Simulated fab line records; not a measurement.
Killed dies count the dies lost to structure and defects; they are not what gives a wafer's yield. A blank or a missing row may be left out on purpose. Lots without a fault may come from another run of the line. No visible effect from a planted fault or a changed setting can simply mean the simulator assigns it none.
Lot-split experiment | flow berkeley_cmos170 | 5 lots, 23 wafers read, on a route of 331 steps

== THE SPLIT ITSELF ==
At UCB170_M1_COAT_04 (resist thk 900 nm), the setting resist_thk_nm was moved away from the recipe's 900 nm on 8 of the 23 wafers read, by -1.5% to +4.0%. This setting was run at the recipe's value on the other wafers.

The split's own step is where the reading is taken.

== THE READING ==
KrF_of_M1_COAT_04.thk_nm (the simulator's own value, which no gauge read), in nm, at UCB170_M1_COAT_04 (resist thk 900 nm). The file does not state a usual value for it. Here, 15 wafers ran the recipe; their average is 899.2 nm with a standard deviation of 2.2 nm.

wafer  | tool, chamber at the split | resist_thk_nm as run, nm | against the recipe | KrF_of_M1_COAT_04.thk_nm, nm | against lot-mates on the recipe
L075.1 | litho_track-01, 0          | 900                      | recipe             | 901.4                        | -
L075.2 | litho_track-01, 0          | 936.3                    | +4.0%              | 943.3                        | +40.0
L075.3 | litho_track-01, 0          | 936.3                    | +4.0%              | 938.7                        | +35.5
L075.5 | litho_track-01, 0          | 900                      | recipe             | 905.1                        | -
L075.6 | litho_track-01, 0          | 936.3                    | +4.0%              | 939                          | +35.8
L074.1 | litho_track-01, 0          | 900                      | recipe             | 899.7                        | -
L074.3 | litho_track-01, 0          | 900                      | recipe             | 898.1                        | -
L074.6 | litho_track-01, 0          | 900                      | recipe             | 900.1                        | -
L080.1 | litho_track-02, 0          | 900                      | recipe             | 899.9                        | -
L080.2 | litho_track-02, 0          | 900                      | recipe             | 899.1                        | -
L080.3 | litho_track-02, 0          | 900                      | recipe             | 896.2                        | -
L080.6 | litho_track-02, 0          | 900                      | recipe             | 896.2                        | -
L080.4 | litho_track-02, 0          | 900                      | recipe             | 897                          | -
L082.1 | litho_track-01, 0          | 900                      | recipe             | 897.9                        | -
L082.2 | litho_track-01, 0          | 900                      | recipe             | 897.9                        | -
L082.3 | litho_track-01, 0          | 925.9                    | +2.9%              | 923.6                        | +25.7
L082.6 | litho_track-01, 0          | 925.9                    | +2.9%              | 923.6                        | +25.7
L082.4 | litho_track-01, 0          | 925.9                    | +2.9%              | 923.9                        | +26.0
L081.1 | litho_track-04, 0          | 900                      | recipe             | 899.4                        | -
L081.2 | litho_track-04, 0          | 900                      | recipe             | 900.1                        | -
L081.3 | litho_track-04, 0          | 900                      | recipe             | 899.6                        | -
L081.4 | litho_track-04, 0          | 886.1                    | -1.5%              | 883.7                        | -16.0
L081.5 | litho_track-04, 0          | 886.1                    | -1.5%              | 884.9                        | -14.8

FIT RESULTS
A straight line over all 23 wafers: KrF_of_M1_COAT_04.thk_nm changes by +9.67 nm for each +1% of resist_thk_nm; r = +0.99; the points scatter about the line by 2.5 nm.
The same after taking each lot's own level away (the mean of its wafers on the recipe; 23 wafers): +9.22 nm for each +1%; r = +1.00; scatter 1.4 nm.
The reading moves by 37 nm for the largest change in resist_thk_nm, on that fit.
The lots' own levels span 897.68 to 903.25 nm, that is 2.6 times the standard deviation above.
The two slopes are in agreement: the lot-to-lot level therefore moves the slope only a little.
Check: for one of the wafers moved furthest among these (+4.0%), held out of the fit, the line's prediction against its lot-mates is +36.2 nm. Against them it came out at +40 nm.

== ADDITIONAL SPLITS CARRIED BY THESE WAFERS ==
Before the reading, these wafers also passed through other splits. Each is held against what the fit with the lots' levels taken away leaves over:
other split on the same wafers       | wafers away from the commonest value | r with KrF_of_M1_COAT_04.thk_nm (lot level and that fit taken away)
UCB170_SILICIDE_SPUTTER_01 time_s    | 9                                    | -0.23
UCB170_CONTACT_COAT_04 resist_thk_nm | 7                                    | +0.20
UCB170_CONTACT_ETCH_18 time_s        | 8                                    | +0.19

== THE WHOLE CHAIN: every reading that the file lists as answering this split, in the file's order ==
step                    | what it does                                                         | reading                                                                   | change (the file's fit)                                                              | r (the file's)
UCB170_M1_COAT_04       | resist thk 900 nm                                                    | KrF_of_M1_COAT_04.thk_nm (the simulator's own value, which no gauge read) | +9.18 nm for each +1% of the setting                                                 | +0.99
UCB170_M1_METAL_ETCH_12 | etches Al in Cl2/BCl3, stops on PSG, target depth 780 nm, time 130 s | KrF_of_M1_COAT_04.thk_nm (the simulator's own value, which no gauge read) | +9.03 nm for each +1% of the setting, in a fit together with time_s@M1_METAL_ETCH_12 | 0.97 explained

== FILE'S OWN FIT ==
KrF_of_M1_COAT_04.thk_nm changes by +9.18 nm for each +1% of resist_thk_nm, r = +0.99.
